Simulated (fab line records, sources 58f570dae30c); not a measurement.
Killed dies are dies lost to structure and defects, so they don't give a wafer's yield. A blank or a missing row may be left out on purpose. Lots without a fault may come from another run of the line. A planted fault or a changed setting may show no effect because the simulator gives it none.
A struck lot beside a sound one | flow berkeley_cmos170 | 19 steps out of a route of 331
Sound: wafers L847.2, L847.4, L847.6. Struck: wafers L844.1, L844.2, L844.3. The cause comes at the end.
At each step with rows: each side's tool, then ch and its chambers, then its first start. Under that, the readings that differ: sound wafers | struck wafers | difference of the means | sigmas: that difference in standard deviations of wafers without a fault.
alike: readings whose means differ by less than 2 such deviations, and words and numbers that are the same on both sides. not compared: withheld readings, readings that some wafer has no value for, bounds like >300 that may hide the same value, and numbers for which the record gives no deviation and whose values overlap.
The two part at a step that has a row with sigmas, a row that says differs or no value, or rows on one side only. Numbers that don't overlap but have no deviation are shown without sigmas and don't part them. A reading that every wafer of one side lacks parts them only if that side has two wafers or more.

first, 4 steps without rows for these wafers: UCB170_PLDD_SOFTBAKE_02 (time 60 s); UCB170_PLDD_EXPOSE_03 (exposes mask PSELECT, target cd 1200 nm); UCB170_PLDD_PEB_04; UCB170_PLDD_DEVELOP_05 (develop time 45 s).
UCB170_PLDD_CD_MEAS_06: target cd 1200 nm.
  sound on cd_sem-01, day 9 18:30; struck on cd_sem-01, day 9 13:37
  alike: cd_nm
UCB170_PLDD_OVL_MEAS_07:
  sound on overlay-02, day 9 18:36; struck on overlay-02, day 9 13:44
  alike: PLDD_OVL
then, 2 steps without rows for these wafers: UCB170_PLDD_IMPLANT_08; UCB170_PLDD_IMPLANT_09.
UCB170_PLDD_STRIP_10: strips in O2.
  sound on plasma_asher-03 ch 0,1, day 9 18:56; struck on plasma_asher-02 ch 0,1, day 9 14:05
  alike: drypump_motor_current_A, oes_product_au, strip_time_to_endpoint_s
  not compared: rf_hours_counter_h
UCB170_PLDD_TW_MEAS_11:
  sound on film_metro-04, day 9 19:02; struck on film_metro-04, day 9 14:11
  alike: PLDD_TW
then, 2 steps without rows for these wafers: UCB170_PLDD_CLEAN_12 (cleans in SPM, time 600 s); UCB170_NLDD_HMDS_00 (prime time 60 s).
UCB170_NLDD_COAT_01: resist thk 900 nm.
  sound on litho_track-03 ch 0, day 9 19:48; struck on litho_track-01, day 9 14:44
  no value came back on the struck wafers for chill_plate_temp_C (C), dispense_pressure_kPa (kPa); on the sound wafers chill_plate_temp_C (C) reads 22.92 23.05 22.97
then, 4 steps without rows for these wafers: UCB170_NLDD_SOFTBAKE_02 (time 60 s); UCB170_NLDD_EXPOSE_03 (exposes mask NSELECT, target cd 1200 nm); UCB170_NLDD_PEB_04; UCB170_NLDD_DEVELOP_05 (develop time 45 s).
UCB170_NLDD_CD_MEAS_06: target cd 1200 nm.
  sound on cd_sem-01, day 9 21:18; struck on cd_sem-02, day 9 15:34
  reading    | sound                | struck | difference                    | sigmas
  cd_nm (nm) | 1201.8 1201.3 1200.6 | - - -  | no value on the struck wafers |
UCB170_NLDD_OVL_MEAS_07:
  sound on overlay-02, day 9 21:24; struck on overlay-01, day 9 15:43
  reading       | sound   | struck | difference                    | sigmas
  NLDD_OVL (nm) | 1 -6 -1 | - - -  | no value on the struck wafers |

WHERE THEY PART
First at UCB170_NLDD_COAT_01; last, within this record, at UCB170_NLDD_OVL_MEAS_07.

WHY: what the simulator had put in
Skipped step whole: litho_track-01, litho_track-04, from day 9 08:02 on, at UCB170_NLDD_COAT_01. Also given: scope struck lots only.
